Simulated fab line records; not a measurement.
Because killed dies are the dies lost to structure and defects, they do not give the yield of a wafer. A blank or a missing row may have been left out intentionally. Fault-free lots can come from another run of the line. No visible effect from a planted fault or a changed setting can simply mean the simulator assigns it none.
Commonality check across tools -- flow berkeley_cmos170 -- Sampled: 15 lots, 45 wafers

## WHY THIS WAS OPENED
UCB170_PWELL_TW_MEAS_17, reading PWELL_TW: flagged on 3 of 15 lots. Wafers without a fault read 379.0, standard deviation 1.7.
Rule: a lot is flagged in two cases, either no wafer of it has a number, or all its wafers with numbers fall more than 4 standard deviations from that mean. The rest of the lots are taken to be sound.

lot,measured,on,"PWELL_TW, wafer by wafer",flag
L390,day 3 07:29,film_metro-03,378.3 377.5 377.6,
L391,day 3 13:22,film_metro-01,381.3 380.5 382.8,
L389,day 3 13:27,film_metro-04,377.6 378.0 376.8,
L393,day 4 01:23,film_metro-04,384.6 380.3 379.6,
L394,day 4 01:26,film_metro-01,469.0 467.4 466.5,FLAGGED
L396,day 5 00:19,film_metro-03,468.9 466.8 469.4,FLAGGED
L400,day 5 15:40,film_metro-03,464.3 464.2 466.6,FLAGGED
L404,day 6 10:17,film_metro-04,379.7 379.5 379.9,
L403,day 6 10:33,film_metro-03,376.7 379.1 377.9,
L406,day 7 05:12,film_metro-04,382.3 381.2 380.9,
L410,day 7 11:08,film_metro-04,383.2 384.3 381.7,
L409,day 7 11:23,film_metro-03,378.5 379.9 378.7,
L408,day 7 11:31,film_metro-01,378.2 378.4 378.4,
L411,day 8 04:55,film_metro-04,380.9 378.0 377.6,
L412,day 8 05:10,film_metro-04,379.3 379.0 379.8,
The numbers of the flagged lots are 467.0 on average: +88.0 against the usual, or +52 standard deviations.

## EACH LOT AND THE TOOL IT RAN ON
The record holds 1 process step before the reading, out of a route of 331 steps. Each cell gives the tool, then ch followed by the chambers the sampled wafers passed through, then the start.
lot,flag,UCB170_PWELL_IMPLANT_15
L390,,"implanter-04 ch 0, day 3 07:16"
L391,,"implanter-04 ch 0, day 3 13:07"
L389,,"implanter-02 ch 0, day 3 13:14"
L393,,"implanter-03 ch 0, day 4 01:08"
L394,FLAGGED,"implanter-04 ch 0, day 4 00:53"
L396,FLAGGED,"implanter-04 ch 0, day 4 23:34"
L400,FLAGGED,"implanter-03 ch 0, day 5 15:02"
L404,,"implanter-04 ch 0, day 6 10:02"
L403,,"implanter-03 ch 0, day 6 10:20"
L406,,"implanter-02 ch 0, day 7 04:57"
L410,,"implanter-04 ch 0, day 7 10:53"
L409,,"implanter-02 ch 0, day 7 11:10"
L408,,"implanter-03 ch 0, day 7 11:16"
L411,,"implanter-04 ch 0, day 8 04:43"
L412,,"implanter-04 ch 0, day 8 04:55"
What the steps here do:
- UCB170_PWELL_IMPLANT_15
- UCB170_PWELL_TW_MEAS_17

## FLAGGED OVER TOTAL, TOOL BY TOOL (the gauges that took the reading come last)
step,tool,lots run,flagged,share of the flagged lots,sound lots run after its first flagged lot
UCB170_PWELL_IMPLANT_15,implanter-02,3,0,none,-
UCB170_PWELL_IMPLANT_15,implanter-03,4,1,some,"2 (L403,L408)"
UCB170_PWELL_IMPLANT_15,implanter-04,8,2,some,"4 (L404,L410,L411,L412)"
UCB170_PWELL_TW_MEAS_17,film_metro-01,3,1,some,1 (L408)
UCB170_PWELL_TW_MEAS_17,film_metro-03,5,2,some,"2 (L403,L409)"
UCB170_PWELL_TW_MEAS_17,film_metro-04,7,0,none,-

## THE TABLE: WHAT IT ALLOWS
No row of the table ran every flagged lot.

## WHAT HAD BEEN PUT IN BY THE SIMULATOR
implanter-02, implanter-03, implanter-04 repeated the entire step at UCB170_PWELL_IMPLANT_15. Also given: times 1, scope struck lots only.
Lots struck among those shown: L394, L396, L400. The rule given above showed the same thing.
